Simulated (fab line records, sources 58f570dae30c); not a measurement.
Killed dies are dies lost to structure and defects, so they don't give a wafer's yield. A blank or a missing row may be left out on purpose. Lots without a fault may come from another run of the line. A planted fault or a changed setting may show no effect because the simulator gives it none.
Which tool did it? | flow berkeley_cmos170 | 7 lots, 21 wafers sampled, at 4 steps of a route of 331

WHAT THE GAUGES READ, wafer by wafer
UCB170_V2_CD_MEAS_12: target cd 700 nm.
lot  | measured     | on        | cd_nm (nm)
L339 | day 8 13:09  | cd_sem-02 | 697.7 697.3 696.3
L342 | day 9 10:01  | cd_sem-01 | 698.7 700.2 699.6
L354 | day 11 17:31 | cd_sem-02 | 701.8 700.8 702.2
L355 | day 11 22:28 | cd_sem-01 | 698.8 698.4 699.2
L358 | day 12 10:07 | cd_sem-01 | 697.8 699.2 699.0

WHICH TOOL RAN EACH LOT (tool, then ch and the chambers of the sampled wafers, then the start)
lot  | UCB170_CONTACT_STRIP_19              | UCB170_M1_METAL_ETCH_12           | UCB170_V1_STRIP_15
L339 | plasma_asher-03 ch 1, day 7 20:48    | rie_metal-03 ch 0,1, day 7 22:41  | plasma_asher-02 ch 0,1, day 8 06:08
L342 | plasma_asher-02 ch 0,1, day 8 18:34  | rie_metal-01 ch 0,1, day 8 20:29  | plasma_asher-01 ch 0, day 9 05:25
L346 | plasma_asher-03 ch 0, day 9 03:14    | rie_metal-01 ch 0,1, day 9 05:21  | plasma_asher-02 ch 0,1, day 9 14:31
L349 | plasma_asher-03 ch 0,1, day 9 20:46  | rie_metal-03 ch 0,1, day 10 00:26 | plasma_asher-01 ch 0,1, day 10 09:07
L354 | plasma_asher-03 ch 0,1, day 10 23:37 | rie_metal-01 ch 0,1, day 11 02:41 | plasma_asher-01 ch 0,1, day 11 11:16
L355 | plasma_asher-02 ch 0,1, day 11 07:19 | rie_metal-01 ch 0, day 11 09:41   | plasma_asher-01 ch 0,1, day 11 17:10
L358 | plasma_asher-03 ch 0,1, day 11 12:30 | rie_metal-03 ch 0,1, day 11 16:11 | plasma_asher-02 ch 0,1, day 11 23:55
- UCB170_CONTACT_STRIP_19: strips in O2.
- UCB170_M1_METAL_ETCH_12: etches Al in Cl2/BCl3, stops on PSG, target depth 780 nm, time 130 s.
- UCB170_V1_STRIP_15: strips in O2.

THE ANSWER, worked out from the rows above alone
Rule: what is usual is taken from the lots themselves. Put in order of their means at a reading, lots are off if they are a third of the lots or fewer, leave a main group of 4 or more, and stand apart from it by a gap of 3 or more times the standard deviation of the main group's means; of several such gaps the widest counts. A main group whose means are all the same, to the digits that the tables above print for the reading, isn't used. A lot without any number at a reading at which 4 lots or more have one is off too. The other lots that the step has rows for count as sound.
No lot is off at any reading shown: from this, nothing can be told.

WHAT THE SIMULATOR HAD PUT IN
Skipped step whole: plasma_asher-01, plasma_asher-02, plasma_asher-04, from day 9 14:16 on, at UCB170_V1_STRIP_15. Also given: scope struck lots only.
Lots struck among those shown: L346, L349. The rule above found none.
